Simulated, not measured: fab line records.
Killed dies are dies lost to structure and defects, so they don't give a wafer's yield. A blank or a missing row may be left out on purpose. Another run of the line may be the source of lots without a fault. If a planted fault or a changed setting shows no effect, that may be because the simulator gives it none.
Which tool is to blame? -- flow berkeley cmos170 -- Sampling: 7 lots, 21 wafers, 2 of 331 route steps

== WHAT THE GAUGES SHOWED, per wafer ==
UCB170_PLDD_CD_MEAS_06: target cd 1200 nm.
lot,measured,on,cd nm (nm)
L787,day 7 09:04,cd sem-02,1199.2 1198.5 1199.9
L790,day 7 21:47,cd sem-02,1199.4 1199.0 1198.7
L794,day 8 18:49,cd sem-01,1200.3 1198.3 1199.6
L793,day 8 19:44,cd sem-01,1197.2 1197.9 1197.4
L798,day 10 01:06,cd sem-02,1188.2 1188.6 1187.0
L802,day 10 14:57,cd sem-02,1199.5 1199.5 1198.7
L809,day 11 20:36,cd sem-02,1202.1 1199.9 1202.1

== WHICH TOOL RAN EACH LOT (tool, then ch and the chambers of the sampled wafers, then the start) ==
lot,UCB170_PLDD_EXPOSE_03
L787,"krf scanner-02 ch 0, day 7 08:18"
L790,"krf scanner-01 ch 0, day 7 21:24"
L794,"krf scanner-01 ch 0, day 8 18:16"
L793,"krf scanner-02 ch 0, day 8 18:53"
L798,"krf scanner-02 ch 0, day 10 00:40"
L802,"krf scanner-01 ch 0, day 10 14:32"
L809,"krf scanner-01 ch 0, day 11 19:49"
- UCB170_PLDD_EXPOSE_03: exposes mask PSELECT, target cd 1200 nm.

== THE ANSWER, worked out from the rows above alone ==
Rule: what is usual is taken from the lots themselves. The widest of any qualifying gaps counts: lots, ordered by their means at a reading, are off when they make up no more than a third of the lots, leave a main group of 4 or more, and stand apart from it by 3 or more times the standard deviation of that group's means. The tables above print the reading to a certain number of digits; a main group whose means all agree to those digits is not used. A lot without any number at a reading at which 4 lots or more have one is off too. Where the step has rows for the other lots, those lots are counted as sound.
Off, at UCB170_PLDD_CD_MEAS_06 on cd nm: L798. Main group: mean 1199.3 nm, sd 1.1.
A tool fits if, at a process step before that reading, it ran every lot that is off, and no sound lot after the first of them. The gauges at UCB170_PLDD_CD_MEAS_06 are tried like those tools. One fits: krf scanner-02 at UCB170_PLDD_EXPOSE_03. A fault onset in the window from L793 (day 8 18:53, its last sound lot) to L798 (day 10 00:40, its first lot off) fits.

== WHAT THE SIMULATOR PUT IN ==
Drift in process parameters on krf scanner-02 at UCB170_PLDD_EXPOSE_03, starting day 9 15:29. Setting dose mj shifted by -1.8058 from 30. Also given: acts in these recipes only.
Struck lots among those shown: L798. The rule above reached the same finding.
